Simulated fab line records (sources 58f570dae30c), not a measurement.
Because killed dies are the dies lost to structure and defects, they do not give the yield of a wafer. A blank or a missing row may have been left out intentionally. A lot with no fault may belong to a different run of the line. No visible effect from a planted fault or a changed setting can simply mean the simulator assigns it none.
What tool caused it? + flow berkeley cmos170 + 45 wafers from 15 lots sampled at 5 of the route's 331 steps

== WHAT THE GAUGES READ, wafer by wafer ==
UCB170_NWELL_TW_MEAS_16. Usual: NWELL_TW 1247, standard deviation 5.9.
| lot  | measured    | on            | NWELL_TW       | flag |
|------|-------------|---------------|----------------|------|
| L627 | day 2 04:32 | film metro-04 | 1243 1247 1246 |      |
| L628 | day 2 16:22 | film metro-04 | 1245 1252 1247 |      |
| L629 | day 2 23:44 | film metro-02 | 1256 1251 1254 |      |
| L630 | day 3 00:00 | film metro-02 | 1254 1252 1256 |      |
| L631 | day 3 03:50 | film metro-03 | 1245 1248 1245 |      |
| L633 | day 3 16:04 | film metro-02 | 1252 1254 1257 |      |
| L634 | day 3 21:58 | film metro-03 | 1242 1246 1248 |      |
| L635 | day 4 05:35 | film metro-04 | 1233 1238 1241 |      |
| L636 | day 4 10:35 | film metro-04 | 1239 1245 1245 |      |
| L637 | day 4 14:50 | film metro-04 | 1242 1242 1239 |      |
| L639 | day 5 06:21 | film metro-03 | 1247 1249 1237 |      |
| L641 | day 5 16:36 | film metro-04 | 1245 1242 1249 |      |
| L647 | day 6 16:58 | film metro-04 | 1252 1251 1252 |      |
| L648 | day 7 00:42 | film metro-03 | 1239 1243 1240 |      |
| L649 | day 7 05:22 | film metro-03 | 1245 1245 1239 |      |

UCB170_GATE_CD_MEAS_12: the cd target is 350 nm. Usual: cd nm at 350.0 nm, with a standard deviation of 1.5.
| lot  | measured     | on        | cd nm (nm)        | flag |
|------|--------------|-----------|-------------------|------|
| L627 | day 6 16:04  | cd sem-01 | 350.6 351.9 351.0 |      |
| L628 | day 7 03:35  | cd sem-01 | 349.0 349.8 349.5 |      |
| L629 | day 8 09:16  | cd sem-01 | 350.6 350.1 352.5 |      |
| L630 | day 8 09:44  | cd sem-01 | 350.5 351.0 350.3 |      |
| L631 | day 8 09:22  | cd sem-01 | 349.9 350.2 350.0 |      |
| L633 | day 8 18:32  | cd sem-01 | 350.0 350.4 352.3 |      |
| L634 | day 8 18:47  | cd sem-01 | 352.1 351.1 352.1 |      |
| L635 | day 9 08:38  | cd sem-01 | 378.3 376.6 377.2 | OFF  |
| L636 | day 9 08:22  | cd sem-01 | 378.3 379.0 377.9 | OFF  |
| L637 | day 9 19:16  | cd sem-01 | 363.5 363.3 363.5 | OFF  |
| L639 | day 9 20:23  | cd sem-01 | 362.4 362.1 363.3 | OFF  |
| L641 | day 10 20:38 | cd sem-01 | 348.8 347.5 348.3 |      |
| L647 | day 11 11:24 | cd sem-02 | 349.7 349.3 348.3 |      |
| L648 | day 12 01:26 | cd sem-01 | 349.1 349.6 349.7 |      |
| L649 | day 12 01:15 | cd sem-01 | 350.1 350.6 350.3 |      |

UCB170_NSD_TW_MEAS_10. Usual: NSD_TW 4176, standard deviation 24.
| lot  | measured     | on            | NSD_TW         | flag |
|------|--------------|---------------|----------------|------|
| L627 | day 7 10:14  | film metro-02 | 4179 4144 4174 |      |
| L628 | day 7 23:57  | film metro-01 | 4148 4147 4129 |      |
| L629 | day 8 23:12  | film metro-04 | 4174 4163 4157 |      |
| L630 | day 8 22:56  | film metro-04 | 4157 4160 4159 |      |
| L631 | day 8 22:44  | film metro-04 | 4167 4167 4161 |      |
| L633 | day 9 09:08  | film metro-01 | 4163 4160 4125 |      |
| L634 | day 9 09:37  | film metro-01 | 4159 4166 4148 |      |
| L635 | day 10 00:20 | film metro-02 | 4177 4187 4185 |      |
| L636 | day 9 23:42  | film metro-01 | 4140 4143 4151 |      |
| L637 | day 10 10:58 | film metro-04 | 4193 4212 4216 |      |
| L639 | day 10 11:25 | film metro-04 | 4215 4217 4201 |      |
| L641 | day 11 12:23 | film metro-04 | 4219 4181 4218 |      |
| L647 | day 12 03:38 | film metro-02 | 4234 4223 4213 |      |
| L648 | day 12 17:02 | film metro-04 | 4146 4160 4160 |      |
| L649 | day 12 16:44 | film metro-02 | 4211 4228 4192 |      |

== WHICH TOOL RAN EACH LOT (tool, then ch and the chambers of the sampled wafers, then the start) ==
| lot  | UCB170_GATE_EXPOSE_09             | UCB170_GATE_STRIP_16                 |
|------|-----------------------------------|--------------------------------------|
| L627 | krf scanner-01 ch 0, day 6 15:32  | plasma asher-01 ch 0,1, day 6 16:19  |
| L628 | krf scanner-01 ch 0, day 7 03:08  | plasma asher-03 ch 0,1, day 7 03:49  |
| L629 | krf scanner-02 ch 0, day 8 08:53  | plasma asher-01 ch 0, day 8 09:30    |
| L630 | krf scanner-01 ch 0, day 8 09:14  | plasma asher-03 ch 0, day 8 09:58    |
| L631 | krf scanner-02 ch 0, day 8 08:59  | plasma asher-02 ch 0,1, day 8 09:37  |
| L633 | krf scanner-01 ch 0, day 8 18:08  | plasma asher-01 ch 0,1, day 8 18:46  |
| L634 | krf scanner-02 ch 0, day 8 18:24  | plasma asher-02 ch 0,1, day 8 19:02  |
| L635 | krf scanner-01 ch 0, day 9 07:47  | plasma asher-03 ch 0,1, day 9 08:53  |
| L636 | krf scanner-01 ch 0, day 9 07:34  | plasma asher-02 ch 0,1, day 9 08:36  |
| L637 | krf scanner-01 ch 0, day 9 18:34  | plasma asher-03 ch 0,1, day 9 19:31  |
| L639 | krf scanner-01 ch 0, day 9 19:17  | plasma asher-03 ch 0,1, day 9 20:38  |
| L641 | krf scanner-02 ch 0, day 10 20:15 | plasma asher-01 ch 0,1, day 10 20:53 |
| L647 | krf scanner-02 ch 0, day 11 10:48 | plasma asher-02 ch 0,1, day 11 11:37 |
| L648 | krf scanner-02 ch 0, day 12 00:55 | plasma asher-02 ch 0,1, day 12 01:41 |
| L649 | krf scanner-02 ch 0, day 12 00:45 | plasma asher-03 ch 0,1, day 12 01:29 |
- UCB170_GATE_EXPOSE_09: exposes mask POLY, target cd 350 nm.
- UCB170_GATE_STRIP_16: strips in O2.

== WHAT THE TOOLS THEMSELVES READ (means of the sampled wafers that have a number; where no wafer has one, the mark that the record gives instead) ==
UCB170_GATE_EXPOSE_09. Usual: exposure dose mJ cm2 20.999, standard deviation 0.021; focus offset nm 0.1 nm, standard deviation 0.61.
| lot  | tool           | exposure dose mJ cm2 | focus offset nm (nm) | flag |
|------|----------------|----------------------|----------------------|------|
| L627 | krf scanner-01 | 21.014               | -0.1                 |      |
| L628 | krf scanner-01 | 20.999               | -0.2                 |      |
| L629 | krf scanner-02 | 21.002               | 0.3                  |      |
| L630 | krf scanner-01 | 21.000               | -0.2                 |      |
| L631 | krf scanner-02 | 20.984               | -0.7                 |      |
| L633 | krf scanner-01 | 20.996               | 0.0                  |      |
| L634 | krf scanner-02 | 21.017               | 0.3                  |      |
| L635 | krf scanner-01 | 18.189               | 0.8                  | OFF  |
| L636 | krf scanner-01 | 18.188               | 0.0                  | OFF  |
| L637 | krf scanner-01 | 19.187               | 0.0                  | OFF  |
| L639 | krf scanner-01 | 19.558               | 0.4                  | OFF  |
| L641 | krf scanner-02 | 21.008               | 0.0                  |      |
| L647 | krf scanner-02 | 21.005               | 0.0                  |      |
| L648 | krf scanner-02 | 21.031               | 0.6                  |      |
| L649 | krf scanner-02 | 20.965               | -0.2                 |      |

UCB170_GATE_STRIP_16. Usual: drypump motor current A 6.15 A, standard deviation 0.27; oes product au 0.724 a.u., standard deviation 0.0048.
| lot  | tool            | drypump motor current A (A) | oes product au (a.u.) | flag |
|------|-----------------|-----------------------------|-----------------------|------|
| L627 | plasma asher-01 | 6.26                        | 0.724                 |      |
| L628 | plasma asher-03 | 6.31                        | 0.721                 |      |
| L629 | plasma asher-01 | 6.27                        | 0.724                 |      |
| L630 | plasma asher-03 | 6.51                        | 0.727                 |      |
| L631 | plasma asher-02 | 5.86                        | 0.725                 |      |
| L633 | plasma asher-01 | 6.25                        | 0.720                 |      |
| L634 | plasma asher-02 | 5.87                        | 0.723                 |      |
| L635 | plasma asher-03 | 6.30                        | 0.725                 |      |
| L636 | plasma asher-02 | 5.85                        | 0.723                 |      |
| L637 | plasma asher-03 | 6.10                        | 0.725                 |      |
| L639 | plasma asher-03 | 6.09                        | 0.724                 |      |
| L641 | plasma asher-01 | 6.27                        | 0.724                 |      |
| L647 | plasma asher-02 | 6.05                        | 0.723                 |      |
| L648 | plasma asher-02 | 6.05                        | 0.722                 |      |
| L649 | plasma asher-03 | 6.30                        | 0.721                 |      |

== THE ANSWER, worked out from the rows above alone ==
Rule: a lot is off if the mean of its wafers that have a number lies more than 3 standard deviations from the usual mean. Also off: a lot with no number at a reading for which 4 or more lots have one. The other lots that the step has rows for count as sound. After the gauges, taken in route order, come the tools' own readings; for these a lot's mean is taken, as printed above. At the first step where some lot is off, the reading lying furthest off is the one used; lots without a number count as furthest.
Off, at UCB170_GATE_CD_MEAS_12 on cd nm: L635, L636, L637, L639.
If a tool, at a process step before that reading, ran all the lots that are off and no sound lot after the first of them, it fits. The gauges at UCB170_GATE_CD_MEAS_12 aren't tried: what is off there is off at UCB170_GATE_EXPOSE_09 too, on other tools, and a gauge's error can't cause that. One fits: UCB170_GATE_EXPOSE_09 on krf scanner-01. Its last sound lot is L633 (day 8 18:08), its first lot that is off L636 (day 9 07:34): a fault that began between those two fits.
The tool's own readings at UCB170_GATE_EXPOSE_09 bear it out: on the lots that are off they differ by more than 5 times the standard deviation of the sound lots' means. exposure dose mJ cm2 reads 18.780 there against 21.002 on the sound lots.

== WHAT THE SIMULATOR HAD PUT IN ==
Drift in process parameters on krf scanner-01 at UCB170_GATE_EXPOSE_09, starting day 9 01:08. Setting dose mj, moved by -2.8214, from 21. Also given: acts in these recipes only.
Shown lots that were struck: L635, L636, L637, L639. Same finding as the rule above.
